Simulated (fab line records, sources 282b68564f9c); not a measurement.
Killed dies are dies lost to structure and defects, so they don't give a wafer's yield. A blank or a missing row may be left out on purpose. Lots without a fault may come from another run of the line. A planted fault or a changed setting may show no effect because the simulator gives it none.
Split-lot experiment | flow rit_cmos | 5 lots, 20 wafers read, on a route of 202 steps

THE SPLIT
At RIT_M1_METAL_ETCH_12 (etches Al in Cl2/BCl3, stops on SiO2, time 165 s, target depth 600 nm), the setting time_s was moved away from the recipe's 165 s on 6 of the 20 wafers read, by -14.8% to +6.8%. The other wafers ran this setting at the recipe's value.

The reading is taken at the split's own step.

THE READING
NOVOLAK_of_M1_COAT_04.thk_nm (the simulator's own value, which no gauge read), in nm, at RIT_M1_METAL_ETCH_12 (etches Al in Cl2/BCl3, stops on SiO2, time 165 s, target depth 600 nm). The file gives no usual value for it. The 14 wafers here that ran the recipe average 807.4 nm, standard deviation 5.6 nm.

wafer  | tool, chamber at the split | time_s as run, s | against the recipe | NOVOLAK_of_M1_COAT_04.thk_nm, nm | against lot-mates on the recipe
L074.1 | rie_metal-01, 1            | 165              | recipe             | 808.6                            | -
L074.3 | rie_metal-01, 0            | 165              | recipe             | 806.2                            | -
L074.5 | rie_metal-01, 0            | 165              | recipe             | 810                              | -
L075.1 | rie_metal-02, 1            | 176.3            | +6.8%              | 792.2                            | -21.1
L075.2 | rie_metal-02, 0            | 176.3            | +6.8%              | 793.2                            | -20.1
L075.3 | rie_metal-02, 0            | 165              | recipe             | 809.9                            | -
L075.4 | rie_metal-02, 1            | 176.3            | +6.8%              | 793.9                            | -19.4
L075.6 | rie_metal-02, 0            | 165              | recipe             | 816.7                            | -
L080.1 | rie_metal-01, 0            | 165              | recipe             | 808.1                            | -
L080.2 | rie_metal-01, 1            | 165              | recipe             | 812.8                            | -
L080.3 | rie_metal-01, 1            | 165              | recipe             | 813.8                            | -
L080.4 | rie_metal-01, 0            | 165              | recipe             | 809.5                            | -
L080.5 | rie_metal-01, 1            | 165              | recipe             | 807.9                            | -
L082.1 | rie_metal-03, 0            | 140.6            | -14.8%             | 845.5                            | +42.5
L082.2 | rie_metal-03, 1            | 140.6            | -14.8%             | 857.8                            | +54.8
L082.3 | rie_metal-03, 1            | 165              | recipe             | 801.8                            | -
L082.4 | rie_metal-03, 0            | 165              | recipe             | 804.1                            | -
L082.5 | rie_metal-03, 1            | 140.6            | -14.8%             | 861.1                            | +58.1
L085.5 | rie_metal-03, 0            | 165              | recipe             | 794                              | -
L085.6 | rie_metal-03, 1            | 165              | recipe             | 800.8                            | -

THE FIT
A straight line over all 20 wafers: NOVOLAK_of_M1_COAT_04.thk_nm changes by -2.96 nm for each +1% of time_s; r = -0.95; the points scatter about the line by 6.2 nm.
The same after taking each lot's own level away (the mean of its wafers on the recipe; 20 wafers): -3.39 nm for each +1%; r = -0.99; scatter 3.7 nm.
On that fit, the largest move of time_s shifts the reading by 50 nm.
The lots' own levels span 797.40 to 813.30 nm, that is 2.8 times the standard deviation above.
So the lot-to-lot level changes the slope: the two fits differ.
Check: with one of the wafers moved furthest among these (-14.8%) left out of the fit, the line predicts +54.2 nm for it against its lot-mates. It came out at +42.5 nm against them.

OTHER SPLITS ON THESE WAFERS
These wafers also went through other splits before the reading. Each is held against what the fit with the lots' levels taken away leaves over:
other split on the same wafers              | wafers away from the commonest value | r with NOVOLAK_of_M1_COAT_04.thk_nm (lot level and that fit taken away)
RIT_PSD_IMPLANT_08 energy_kev               | 7                                    | +0.13
RIT_SILICIDE_SPUTTER_01 chamber_pressure_pa | 10                                   | +0.05
RIT_M1_SPUTTER_00 power_w                   | 3                                    | -0.26

THE FILE'S OWN FIT
NOVOLAK_of_M1_COAT_04.thk_nm changes by -3.41 nm for each +1% of time_s, r = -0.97.
